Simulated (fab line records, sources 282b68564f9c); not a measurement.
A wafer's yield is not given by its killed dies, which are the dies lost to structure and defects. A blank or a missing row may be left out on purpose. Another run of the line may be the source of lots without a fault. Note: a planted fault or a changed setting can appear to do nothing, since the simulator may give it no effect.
fab line records	flow ritCmos
record lots=5	wafers=15	lastDay=7
route steps=202 shown CONTACT@179 M1@184
lots that met no fault: from a run of the same line without faults
startH: start of the lot's first displayed wafer, in hours after the record's first day	waitH: hours elapsed since this lot's preceding step	" as in the row above	L1.1+2: several wafers, shown together as one row	- value missing, or start not given	* or withheld: withheld	< > ~ a bound
route shown NAME@n: a module of which the file shows steps, and the number in the route of the first	usual: average and standard deviation across the fault-free wafers	same: alike in all rows	chamber/n: place in a boat	sites: per-site readings	_std_site: standard deviation across them	_edge_site: inner sites' mean taken away from outer sites' mean	radiusMm: for every site, how far away it sits from the centre of the wafer	mask NAME#n: copy n	behind: the tool/chamber that last shaped the wafer	hold: the reason the lot was held/the length of the hold in hours/how it ended	device: transistor that didn't switch, given as n, p or np	end of line: tests of these same wafers at the route's end	step lacking rows: just its recipe	killed: not the wafer's yield, but the dies lost to structure and defects at the first sort	map: a wafer's dies, marking killed ones x, the rest . and places with no die _
set.NAME: the setting the step ran with; set.NAME@STEP: the setting that earlier step ran with	model.NAME: the simulator's own value behind a step, which no gauge read
lots at selected steps of the route; one table per step, one row per wafer
services: the hour from which a tool's chamber was out of use, counted from the record's first day as startH (under 0 if before that day), plus the number of hours and why
## steps
# step RIT_CONTACT_ETCH_11
# recipe targetDepthA=4800	overEtchFrac=0.2	stopOn=TiSi2	chemistry=CHF3/CF4/Ar	target=SiO2	CHF3_flow_sccm=50	cf4FlowSccm=10	Ar_flow_sccm=100	O2_flow_sccm=5	pressureMtorr=100	rfW=200	timeS=320
# usual O2_flow_sccm=5.003/0.014	cf4FlowSccm=10.00/0.031	drypumpMotorCurrentA=5.8/0.38	oesProductAu=0.990/0.015	throttleValvePct=8.87/0.14
lot.wafer	tool	chamber	startH	waitH	O2_flow_sccm	cf4FlowSccm	drypumpMotorCurrentA	oesProductAu	rfHoursCounterH	throttleValvePct
L077.2	rieDiel-03	2	67.67	0.1	5.030	10.06	5.7	0.989	31	8.90
L077.3	"	1	"	"	5.015	9.97	5.4	0.984	1	9.10
L077.6	"	2	"	"	5.020	10.05	5.7	0.998	-	8.91
L084.1	rieDiel-03	1	107.64	0.1	4.993	9.95	5.4	0.986	2	9.09
L084.2	"	2	"	"	5.014	9.95	5.8	0.995	31	8.91
L084.6	"	2	"	"	5.000	10.00	5.8	0.991	-	8.92
L093.2	rieDiel-04	3	148.02	0.1	5.016	9.95	6.1	0.976	115	8.99
L093.3	"	1	"	"	5.005	10.02	5.7	1.009	62	8.75
L093.4	"	2	"	"	4.997	10.00	6.2	0.963	1	9.04
L094.2	rieDiel-04	0	151.11	0.1	5.014	10.00	6.0	0.959	123	8.70
L094.4	"	1	"	"	4.979	9.96	5.7	1.010	62	8.75
L094.5	"	1	"	"	4.996	9.97	5.7	1.014	-	8.76
L097.4	rieDiel-01	1	167.94	0.1	5.006	9.94	5.1	1.002	-	8.81
L097.5	"	0	"	"	4.987	9.98	6.6	0.971	-	8.93
L097.6	"	2	"	"	4.999	9.97	5.7	0.989	-	8.61
# step RIT_CONTACT_STRIP_12
# recipe chemistry=O2	timeS=180	resist=NOVOLAK	platenTempC=withheld	powerW=500	pressureMtorr=4000	o2FlowSccm=4000
# usual drypumpMotorCurrentA=5.5/0.51
lot.wafer	tool	chamber	startH	waitH	drypumpMotorCurrentA	rfHoursCounterH
L077.2	plasmaAsher-03	1	67.87	0.1	5.7	28
L077.3	"	0	"	"	5.9	-
L077.6	"	0	"	"	6.0	-
L084.1	plasmaAsher-03	1	107.83	0.1	5.7	30
L084.2	"	0	"	"	6.0	30
L084.6	"	0	"	"	6.0	-
L093.2	plasmaAsher-04	1	148.21	0.1	5.2	3
L093.3	"	1	"	"	5.2	-
L093.4	"	0	"	"	4.8	-
L094.2	plasmaAsher-04	1	151.31	0.1	5.2	4
L094.4	"	1	"	"	5.2	-
L094.5	"	0	"	"	4.8	-
L097.4	plasmaAsher-03	1	168.10	0.1	5.7	-
L097.5	"	0	"	"	6.0	-
L097.6	"	1	"	"	5.7	-
# step RIT_CONTACT_CD_MEAS_90
# recipe targetCdNm=1000
# usual cdNm=1000.1/2.3
lot.wafer	tool	chamber	startH	waitH	cdNm
L077.2	cdSem-01	-	68.06	0.1	1005.6
L077.3	"	-	"	"	1005.7
L077.6	"	-	"	"	1003.8
L084.1	cdSem-01	-	108.01	0.1	1003.0
L084.2	"	-	"	"	999.8
L084.6	"	-	"	"	1000.3
L093.2	cdSem-02	-	148.41	0.1	1000.3
L093.3	"	-	"	"	1001.3
L093.4	"	-	"	"	998.2
L094.2	cdSem-02	-	151.50	0.1	996.6
L094.4	"	-	"	"	998.2
L094.5	"	-	"	"	998.1
L097.4	cdSem-02	-	168.28	0.1	1001.1
L097.5	"	-	"	"	998.8
L097.6	"	-	"	"	1004.5
# step RIT_CONTACT_CLEAN_13
# recipe chemistry=SC1	mix=3:3:50	timeS=600	tempC=75
lot.wafer	tool	chamber	startH	waitH
L077.2+3+6	wetBench-03	0	68.16	0.1
L084.1+2+6	wetBench-03	0	108.13	0.1
L093.2+3+4	wetBench-04	0	148.51	0.1
L094.2+4+5	wetBench-02	3	151.60	0.1
L097.4+5+6	wetBench-03	0	168.34	0.0
# step RIT_CONTACT_CLEAN_14
# recipe chemistry=SC2	mix=3:3:50	timeS=600	tempC=75	dry=n2Spin
lot.wafer	tool	chamber	startH	waitH
L077.2+3+6	wetBench-04	3	68.34	0.0
L084.1+2+6	wetBench-04	1	108.30	0.0
L093.2+3+4	wetBench-02	1	148.68	0.0
L094.2+4+5	wetBench-03	2	151.79	0.0
L097.4+5+6	wetBench-02	1	168.53	0.0
# step RIT_M1_SPUTTER_00
# recipe material=Al	targetThkNm=400	powerW=2000	chamberPressurePa=0.4	gas=Ar	timeS=500	substrateTempC=25
# usual throttleValvePct=29.9/0.88
lot.wafer	tool	chamber	startH	waitH	throttleValvePct
L077.2	pvdSputter-02	-	68.51	0.0	29.4
L077.3	"	-	"	"	29.3
L077.6	"	-	"	"	30.3
L084.1	pvdSputter-03	-	108.48	0.0	28.8
L084.2	"	-	"	"	30.7
L084.6	"	-	"	"	28.6
L093.2	pvdSputter-04	-	148.87	0.0	31.1
L093.3	"	-	"	"	30.6
L093.4	"	-	"	"	29.7
L094.2	pvdSputter-04	-	151.97	0.0	28.7
L094.4	"	-	"	"	30.7
L094.5	"	-	"	"	29.5
L097.4	pvdSputter-02	-	168.72	0.0	29.9
L097.5	"	-	"	"	29.4
L097.6	"	-	"	"	29.1
# step RIT_M1_RS_MEAS_01
# recipe thkMeasGauge=four-point-probe	reads=Al_of_M1_SPUTTER_00
# usual M1_AL_RS=0.0736/0.00088
lot.wafer	tool	chamber	startH	waitH	M1_AL_RS[ohm/sq]
L077.2	filmMetro-02	-	68.83	0.2	0.0732
L077.3	"	-	"	"	0.0743
L077.6	"	-	"	"	0.0732
L084.1	filmMetro-03	-	108.77	0.1	0.0736
L084.2	"	-	"	"	0.0722
L084.6	"	-	"	"	0.0728
L093.2	filmMetro-04	-	149.19	0.2	0.0734
L093.3	"	-	"	"	0.0734
L093.4	"	-	"	"	0.0731
L094.2	filmMetro-02	-	152.28	0.2	0.0734
L094.4	"	-	"	"	0.0742
L094.5	"	-	"	"	0.0732
L097.4	filmMetro-04	-	169.07	0.2	0.0756
L097.5	"	-	"	"	0.0746
L097.6	"	-	"	"	0.0751
# step RIT_M1_THK_MEAS_02
# recipe thkMeasGauge=xrf	reads=Al_of_M1_SPUTTER_00
# usual M1_AL_THK=401/4.9
lot.wafer	tool	chamber	startH	waitH	M1_AL_THK[nm]
L077.2	filmMetro-02	-	68.94	0.1	403
L077.3	"	-	"	"	397
L077.6	"	-	"	"	404
L084.1	filmMetro-03	-	108.89	0.1	399
L084.2	"	-	"	"	406
L084.6	"	-	"	"	402
L093.2	filmMetro-04	-	149.30	0.1	403
L093.3	"	-	"	"	403
L093.4	"	-	"	"	405
L094.2	filmMetro-02	-	152.39	0.1	401
L094.4	"	-	"	"	399
L094.5	"	-	"	"	400
L097.4	filmMetro-04	-	169.16	0.1	392
L097.5	"	-	"	"	401
L097.6	"	-	"	"	395
# step RIT_M1_HMDS_03
# recipe primeTimeS=60	primeTempC=140
lot.wafer	tool	chamber	startH	waitH
L077.2+3+6	lithoTrack-03	0	69.01	0.1
L084.1+2+6	lithoTrack-03	0	108.98	0.1
L093.2+3+4	lithoTrack-03	0	149.37	0.1
L094.2+4+5	lithoTrack-03	0	152.47	0.1
L097.4+5+6	lithoTrack-03	0	169.27	0.1
# step RIT_M1_COAT_04
# recipe resist=NOVOLAK	spinRpm=2000	resistThkNm=1300
# same dispensePressureKPa=54.3
lot.wafer	tool	chamber	startH	waitH
L077.2+3+6	lithoTrack-03	0	69.16	0.1
L084.1+2+6	lithoTrack-03	0	109.13	0.1
L093.2+3+4	lithoTrack-03	0	149.52	0.1
L094.2+4+5	lithoTrack-03	0	152.62	0.1
L097.4+5+6	lithoTrack-03	0	169.42	0.1
# step RIT_M1_SOFTBAKE_05
# recipe resist=NOVOLAK	tempC=90	timeS=60
lot.wafer	tool	chamber	startH	waitH
L077.2+3+6	lithoTrack-03	0	69.31	0.1
L084.1+2+6	lithoTrack-03	0	109.28	0.1
L093.2+3+4	lithoTrack-03	0	149.67	0.1
L094.2+4+5	lithoTrack-03	0	152.77	0.1
L097.4+5+6	lithoTrack-03	0	169.57	0.1
# step RIT_M1_EXPOSE_06
# recipe maskId=M12	na=0.6	sourceShape=conventional	sigmaOuter=0.5	targetCdNm=2600	doseMj=250
lot.wafer	tool	chamber	startH	waitH	mask
L077.2+3+6	ilineStepper-02	0	69.58	0.2	M12#0
L084.1+2+6	ilineStepper-01	0	109.56	0.2	M12#0
L093.2+3+4	ilineStepper-01	0	149.82	0.1	M12#0
L094.2+4+5	ilineStepper-02	0	153.04	0.2	M12#0
L097.4+5+6	ilineStepper-01	0	169.82	0.2	M12#0
# step RIT_M1_PEB_07
# recipe resist=NOVOLAK	tempC=withheld	timeS=withheld
lot.wafer	tool	chamber	startH	waitH
L077.2+3+6	lithoTrack-04	0	69.70	0.1
L084.1+2+6	lithoTrack-01	0	109.74	0.2
L093.2+3+4	lithoTrack-04	0	149.94	0.1
L094.2+4+5	lithoTrack-04	0	153.16	0.1
L097.4+5+6	lithoTrack-04	0	169.96	0.1
# step RIT_M1_DEVELOP_08
# recipe resist=NOVOLAK	developTimeS=68	devTempC=23
lot.wafer	tool	chamber	startH	waitH
L077.2+3+6	lithoTrack-04	0	-	-
L084.1+2+6	lithoTrack-01	0	-	-
L093.2+3+4	lithoTrack-04	0	-	-
L094.2+4+5	lithoTrack-04	0	-	-
L097.4+5+6	lithoTrack-04	0	-	-
# step RIT_M1_CD_MEAS_09
# recipe targetCdNm=2600
# usual cdNm=2599.9/2.3
lot.wafer	tool	chamber	startH	waitH	cdNm
L077.2	cdSem-01	-	70.01	-	2597.5
L077.3	"	-	"	"	2599.5
L077.6	"	-	"	"	2599.9
L084.1	cdSem-01	-	110.06	-	2597.1
L084.2	"	-	"	"	2597.5
L084.6	"	-	"	"	2598.8
L093.2	cdSem-01	-	150.25	-	2600.6
L093.3	"	-	"	"	2599.1
L093.4	"	-	"	"	2598.9
L094.2	cdSem-01	-	153.47	-	2597.4
L094.4	"	-	"	"	2601.4
L094.5	"	-	"	"	2598.7
L097.4	cdSem-01	-	170.26	-	2597.6
L097.5	"	-	"	"	2599.7
L097.6	"	-	"	"	2597.1
# step RIT_M1_OVL_MEAS_10
# usual M1_OVL=1.3/1.3
lot.wafer	tool	chamber	startH	waitH	M1_OVL[nm]
L077.2	overlay-01	-	70.12	0.1	1.4
L077.3	"	-	"	"	3.3
L077.6	"	-	"	"	3.1
L084.1	overlay-01	-	110.18	0.1	0.3
L084.2	"	-	"	"	-0.1
L084.6	"	-	"	"	1.4
L093.2	overlay-01	-	150.35	0.1	1.1
L093.3	"	-	"	"	0.9
L093.4	"	-	"	"	1.6
L094.2	overlay-01	-	153.57	0.1	2.0
L094.4	"	-	"	"	1.7
L094.5	"	-	"	"	0.1
L097.4	overlay-02	-	170.33	0.1	1.7
L097.5	"	-	"	"	1.3
L097.6	"	-	"	"	-0.7
# step RIT_M1_HARDBAKE_11
# recipe resist=NOVOLAK	tempC=140	timeS=120
lot.wafer	tool	chamber	startH	waitH
L077.2+3+6	lithoTrack-01	0	70.19	0.1
L084.1+2+6	lithoTrack-01	0	110.37	0.2
L093.2+3+4	lithoTrack-01	0	150.42	0.1
L094.2+4+5	lithoTrack-03	0	153.64	0.1
L097.4+5+6	lithoTrack-03	0	170.48	0.1
# step RIT_M1_METAL_ETCH_12
# recipe stopOn=SiO2	chemistry=Cl2/BCl3	target=Al	timeS=165	overEtchFrac=0.5	pressureMtorr=100	targetDepthA=6000	rfW=250	Cl2_flow_sccm=60	bcl3FlowSccm=50
# usual drypumpMotorCurrentA=5.9/0.51	heBacksideLeakSccm=3.3/0.32	oesProductAu=0.772/0.0097	throttleValvePct=8.33/0.067
lot.wafer	tool	chamber	startH	waitH	drypumpMotorCurrentA	heBacksideLeakSccm	oesProductAu	rfHoursCounterH	throttleValvePct
L077.2	rieMetal-02	0	70.40	0.2	6.7	3.4	0.760	4	8.33
L077.3	"	1	"	"	6.0	2.8	0.777	-	8.32
L077.6	"	1	"	"	6.1	2.9	0.785	-	8.31
L084.1	rieMetal-01	0	110.62	0.2	5.5	3.6	0.775	1	8.43
L084.2	"	1	"	"	5.3	3.3	0.766	1	8.34
L084.6	"	1	"	"	5.3	3.2	0.762	-	8.31
L093.2	rieMetal-02	1	150.63	0.2	6.1	3.2	0.773	5	8.32
L093.3	"	0	"	"	6.6	3.6	0.760	-	8.35
L093.4	"	1	"	"	6.1	3.4	0.786	-	8.33
L094.2	rieMetal-01	0	153.85	0.2	5.4	3.4	0.783	2	8.43
L094.4	"	1	"	"	5.3	3.3	0.765	-	8.32
L094.5	"	0	"	"	5.5	3.3	0.781	-	8.42
L097.4	rieMetal-01	0	170.66	0.1	5.5	3.2	0.774	-	8.43
L097.5	"	1	"	"	5.4	3.2	0.757	-	8.33
L097.6	"	0	"	"	5.5	3.4	0.768	-	8.43
# step RIT_M1_STRIP_13
# recipe chemistry=nmp	resist=NOVOLAK	tempC=80	timeS=600	dry=n2Spin
lot.wafer	tool	chamber	startH	waitH
L077.2+3+6	wetBench-01	0	70.56	0.1
L084.1+2+6	wetBench-01	1	110.78	0.1
L093.2+3+4	wetBench-03	2	150.80	0.1
L094.2+4+5	wetBench-01	0	154.02	0.1
L097.4+5+6	wetBench-01	1	170.76	0.1
# step RIT_M1_STRIP_14
# recipe chemistry=O2	timeS=180	platenTempC=withheld	powerW=500	pressureMtorr=4000	o2FlowSccm=4000
# usual drypumpMotorCurrentA=5.8/0.43
lot.wafer	tool	chamber	startH	waitH	drypumpMotorCurrentA	rfHoursCounterH
L077.2	plasmaAsher-02	0	70.73	0.0	6.5	43
L077.3	"	0	"	"	6.5	-
L077.6	"	0	"	"	6.5	-
L084.1	plasmaAsher-03	1	110.96	0.0	5.7	30
L084.2	"	0	"	"	6.0	30
L084.6	"	1	"	"	5.7	-
L093.2	plasmaAsher-02	1	150.97	0.0	5.7	53
L093.3	"	0	"	"	6.5	-
L093.4	"	1	"	"	5.7	-
L094.2	plasmaAsher-01	1	154.21	0.0	6.1	52
L094.4	"	1	"	"	6.1	-
L094.5	"	0	"	"	5.1	-
L097.4	plasmaAsher-02	0	171.01	0.1	6.5	-
L097.5	"	0	"	"	6.5	-
L097.6	"	1	"	"	5.7	-
# step RIT_M1_CD_MEAS_90
# recipe targetCdNm=2600
# usual cdNm=2600.2/2.9
lot.wafer	tool	chamber	startH	waitH	cdNm
L077.2	cdSem-02	-	70.93	0.1	2597.7
L077.3	"	-	"	"	2598.5
L077.6	"	-	"	"	2599.5
L084.1	cdSem-01	-	111.13	0.1	2598.9
L084.2	"	-	"	"	2595.4
L084.6	"	-	"	"	2596.9
L093.2	cdSem-02	-	151.17	0.1	2602.9
L093.3	"	-	"	"	2599.8
L093.4	"	-	"	"	2599.1
L094.2	cdSem-02	-	154.40	0.1	2600.3
L094.4	"	-	"	"	2599.7
L094.5	"	-	"	"	2601.4
L097.4	cdSem-01	-	171.19	0.1	2601.0
L097.5	"	-	"	"	2598.2
L097.6	"	-	"	"	2600.1
# step RIT_M1_ANNEAL_15
# recipe tempC=450	timeS=1800	ambient=forming_gas_H2N2
# usual tubeCenterTempC=450/0.041	zonePowerSourcePct=7.7/0.65
lot.wafer	tool	chamber	startH	waitH	tubeCenterTempC	zonePowerSourcePct
L077.2	-	-	71.03	0.1	449.98	8.1
L077.3	"	-	"	"	450.05	8.1
L077.6	"	-	"	"	449.97	8.2
L084.1	-	-	111.25	0.1	449.93	8.2
L084.2	"	-	"	"	449.95	8.0
L084.6	"	-	"	"	449.98	8.0
L093.2	-	-	151.83	0.6	450	6.9
L093.3	"	-	"	"	449.94	6.8
L093.4	"	-	"	"	450	6.8
L094.2	-	-	154.50	0.1	450.04	7.9
L094.4	"	-	"	"	450.01	8.0
L094.5	"	-	"	"	449.95	8.1
L097.4	-	-	171.71	0.5	450	8.2
L097.5	"	-	"	"	450.04	8.0
L097.6	"	-	"	"	450.05	7.9
# step RIT_M1_BOW_MEAS_16
# recipe mode=bow
# usual M1_BOW=16/6.9
lot.wafer	tool	chamber	startH	waitH	M1_BOW[um]
L077.2	filmMetro-04	-	72.55	0.0	24
L077.3	"	-	"	"	22
L077.6	"	-	"	"	1
L084.1	filmMetro-04	-	112.75	0.0	14
L084.2	"	-	"	"	33
L084.6	"	-	"	"	5
L093.2	filmMetro-04	-	153.35	0.0	7
L093.3	"	-	"	"	26
L093.4	"	-	"	"	17
L094.2	filmMetro-03	-	156.02	0.0	28
L094.4	"	-	"	"	21
L094.5	"	-	"	"	20
L097.4	filmMetro-02	-	173.27	0.1	11
L097.5	"	-	"	"	13
L097.6	"	-	"	"	11
# step RIT_M1_PROBE_99
# usual defectLimitedYield=97.4/1.1	killedAtContacts=0.1/0.24	killedAtFrontEnd=6.8/2.8	killedDies=6.9/2.8	killedOpen=3.3/1.9	killedShort=3.5/1.8	sort_bin_3_pad_short=0.1/0.22	sort_bin_5_function=1.4/0.76	sort_bin_6_memory=1.0/0.67	sortNPass=257.1/2.8	sortYieldPct=97.4/1.1
# same grossDies=264	killed_at_M0_to_M3=0	killed_at_M4_up=0	killedAtBackSide=0	killedAtOther=0
lot.wafer	tool	chamber	startH	waitH	defectLimitedYield[%]	killedAtContacts	killedAtFrontEnd	killedDies	killedOpen	killedShort	sort_bin_3_pad_short[%]	sort_bin_5_function[%]	sort_bin_6_memory[%]	sortNPass	sortYieldPct[%]
L077.2	prober-02	-	72.70	0.1	97.0	0	8	8	5	3	0.4	1.1	1.5	256.0	97.0
L077.3	prober-02	-	72.75	0.2	98.1	0	5	5	2	3	0	1.9	0	259.0	98.1
L077.6	prober-02	-	72.90	0.2	97.3	0	7	7	4	3	0	1.5	1.1	257.0	97.3
L084.1	prober-01	-	112.87	0.1	95.1	0	13	13	7	6	0.4	3.4	1.1	251.0	95.1
L084.2	prober-01	-	112.92	0.1	97.0	0	8	8	4	4	0	2.3	0.8	256.0	97.0
L084.6	prober-01	-	113.12	0.2	98.1	0	5	5	3	2	0.4	0.8	0.8	259.0	98.1
L093.2	prober-01	-	153.50	0.1	98.1	0	5	5	3	2	0	1.5	0.4	259.0	98.1
L093.3	prober-01	-	153.55	0.2	98.1	0	5	5	4	1	0	1.1	0.8	259.0	98.1
L093.4	prober-01	-	153.60	0.2	98.5	0	4	4	1	3	0	0.4	1.1	260.0	98.5
L094.2	prober-02	-	156.17	0.1	96.2	1	9	10	5	5	0.4	2.3	1.1	254.0	96.2
L094.4	prober-02	-	156.27	0.2	97.7	0	6	6	2	4	0	2.3	0	258.0	97.7
L094.5	prober-02	-	156.32	0.2	98.1	0	5	5	2	3	0	0.8	1.1	259.0	98.1
L097.4	prober-01	-	173.48	0.2	97.7	0	6	6	1	5	0	1.1	1.1	258.0	97.7
L097.5	prober-01	-	173.53	0.2	97.3	0	7	7	2	5	0	1.5	1.1	257.0	97.3
L097.6	prober-01	-	173.58	0.2	97.3	0	7	7	4	3	0.4	1.1	1.1	257.0	97.3
# killed by level:class
L077.2 GATE:geometricParticle:open=4 GATE:geometricParticle:short=2 FOX1:geometricParticle:short=1 SILICIDE:geometricParticle:open=1
L077.3 GATE:geometricParticle:short=3 FOX1:geometricParticle:open=1 GATE:geometricParticle:open=1
L077.6 GATE:geometricParticle:open=4 GATE:geometricParticle:short=1 REOX:geometricParticle:short=1 SILICIDE:geometricParticle:short=1
L084.1 GATE:geometricParticle:short=3 REOX:geometricParticle:open=3 GATE:geometricParticle:open=2 REOX:geometricParticle:short=2 FOX1:geometricParticle:open=1 FOX2:geometricParticle:short=1 SPACER:geometricParticle:open=1
L084.2 GATE:geometricParticle:short=3 GATE:geometricParticle:open=2 SILICIDE:geometricParticle:open=2 REOX:geometricParticle:short=1
L084.6 FOX1:geometricParticle:short=1 FOX2:geometricParticle:open=1 SPACER:geometricParticle:short=1 GATE:geometricParticle:open=1 SPACER:geometricParticle:open=1
L093.2 FOX1:geometricParticle:short=2 FOX2:geometricParticle:open=1 REOX:geometricParticle:open=1 SPACER:geometricParticle:open=1
L093.3 FOX1:geometricParticle:open=1 GATE:geometricParticle:short=1 GATE:geometricParticle:open=1 SPACER:geometricParticle:open=1 SILICIDE:geometricParticle:open=1
L093.4 GATE:geometricParticle:short=2 FOX1:geometricParticle:short=1 GATE:geometricParticle:open=1
L094.2 GATE:geometricParticle:short=3 SPACER:geometricParticle:open=2 SILICIDE:geometricParticle:open=2 FOX1:geometricParticle:open=1 FOX1:geometricParticle:short=1 CONTACT:geometricParticle:short=1
L094.4 GATE:geometricParticle:open=2 GATE:geometricParticle:short=2 SPACER:geometricParticle:short=2
L094.5 GATE:geometricParticle:short=3 FOX1:geometricParticle:open=1 GATE:geometricParticle:open=1
L097.4 SPACER:geometricParticle:short=2 FOX1:geometricParticle:short=1 GATE:geometricParticle:short=1 REOX:geometricParticle:short=1 SPACER:geometricParticle:open=1
L097.5 REOX:geometricParticle:short=2 FOX2:geometricParticle:short=1 GATE:geometricParticle:open=1 GATE:geometricParticle:short=1 SPACER:geometricParticle:short=1 SILICIDE:geometricParticle:open=1
L097.6 FOX2:geometricParticle:open=2 FOX1:geometricParticle:short=1 FOX2:geometricParticle:short=1 SPACER:geometricParticle:short=1 SPACER:geometricParticle:open=1 SILICIDE:geometricParticle:open=1
## services
tool	chamber	startH	hours	kind
rieDiel-03	-	44.73	13.3	repair
rieDiel-04	2	57.23	6.5	repair
furnace-03	-	74.59	3.4	pm
plasmaAsher-03	-	74.96	24.9	pm
rieDiel-03	-	77.54	0.8	repair
furnace-03	-	77.94	4.1	pm
plasmaAsher-01	-	85.33	2.8	pm
rieDiel-03	-	87.80	2.8	pm
wetBench-04	-	89.14	0.6	repair
ilineStepper-02	-	97.56	2.5	repair
rieDiel-04	3	101.87	3.9	repair
pvdSputter-03	-	105.45	2.0	repair
pvdSputter-04	-	107.19	1.9	repair
plasmaAsher-04	-	108.75	9.0	pm
pvdSputter-02	-	114.65	40.5	repair
rieDiel-04	-	117.20	15.6	pm
ilineStepper-01	-	119.86	1.7	pm
rieMetal-02	0	125.14	17.8	repair
rieDiel-03	-	139.52	15.6	pm
plasmaAsher-03	-	142.42	14.6	pm
furnace-01	-	147.56	4.3	pm
pvdSputter-03	-	149.97	1.1	repair
plasmaAsher-04	-	168.42	4.0	repair
rieDiel-03	0	168.68	3.8	repair
## key
fault none
